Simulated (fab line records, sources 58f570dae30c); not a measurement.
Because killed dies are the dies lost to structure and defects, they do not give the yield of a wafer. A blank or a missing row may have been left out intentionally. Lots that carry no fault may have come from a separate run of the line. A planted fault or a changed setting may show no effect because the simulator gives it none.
Which tool is to blame? ; flow berkeley-cmos170 ; 21 wafers from 7 lots sampled at 3 of the route's 331 steps

== WHAT EACH GAUGE READ, for each wafer ==
UCB170_CONTACT_THK_MEAS_02.
lot;measured;on;CONTACT_PSG_THK (nm)
L276;day 8 01:08;film-metro-02;710 712 707
L279;day 8 13:23;film-metro-03;694 696 695
L280;day 9 08:51;film-metro-02;706 711 709
L284;day 9 23:35;film-metro-01;875 874 874
L289;day 10 08:38;film-metro-03;702 695 696
L290;day 10 10:25;film-metro-03;709 700 704
L294;day 11 19:10;film-metro-02;704 702 707

== TOOL THAT RAN EACH LOT (tool first, then ch and the chambers of the sampled wafers, then the start) ==
lot;UCB170_SDANNEAL_RTA_00;UCB170_CONTACT_CVD_01
L276;rtp-anneal-01 ch 0, day 7 21:22;lpcvd-02 ch 1, day 7 23:20
L279;rtp-anneal-01 ch 0, day 8 10:13;lpcvd-02 ch 1, day 8 11:35
L280;rtp-anneal-02 ch 0, day 9 04:49;lpcvd-01 ch 0, day 9 06:09
L284;rtp-anneal-01 ch 0, day 9 19:35;lpcvd-01 ch 0, day 9 21:48
L289;rtp-anneal-01 ch 0, day 10 05:26;lpcvd-02 ch 1, day 10 06:50
L290;rtp-anneal-01 ch 0, day 10 05:55;lpcvd-02 ch 0, day 10 08:37
L294;rtp-anneal-01 ch 0, day 11 15:17;lpcvd-02 ch 0, day 11 16:28
- UCB170_SDANNEAL_RTA_00: time 10 s.
- UCB170_CONTACT_CVD_01: deposits PSG from SiH4/O2/PH3, target thk 700 nm, time 2820 s.

== THE ANSWER, worked out from the rows above alone ==
Rule: what is usual is taken from the lots themselves. The widest of any qualifying gaps counts: lots, ordered by their means at a reading, are off when they make up no more than a third of the lots, leave a main group of 4 or more, and stand apart from it by 3 or more times the standard deviation of that group's means. If all means in a main group match to the digits the tables above print for the reading, that group is not used. A lot without any number at a reading at which 4 lots or more have one is off too. Any other lot the step has rows for is counted as sound.
Off: at UCB170_CONTACT_THK_MEAS_02 (CONTACT_PSG_THK), L284. Main group: mean 703 nm, sd 5.4.
A tool fits if, at a process step before that reading, it ran every lot that is off, and no sound lot after the first of them. Those tools and the gauges at UCB170_CONTACT_THK_MEAS_02 are tried in the same way. 2 tools fit, lpcvd-01 at UCB170_CONTACT_CVD_01 and film-metro-01 at UCB170_CONTACT_THK_MEAS_02, so this cannot tell which one it is.

== WHAT HAD BEEN PUT IN BY THE SIMULATOR ==
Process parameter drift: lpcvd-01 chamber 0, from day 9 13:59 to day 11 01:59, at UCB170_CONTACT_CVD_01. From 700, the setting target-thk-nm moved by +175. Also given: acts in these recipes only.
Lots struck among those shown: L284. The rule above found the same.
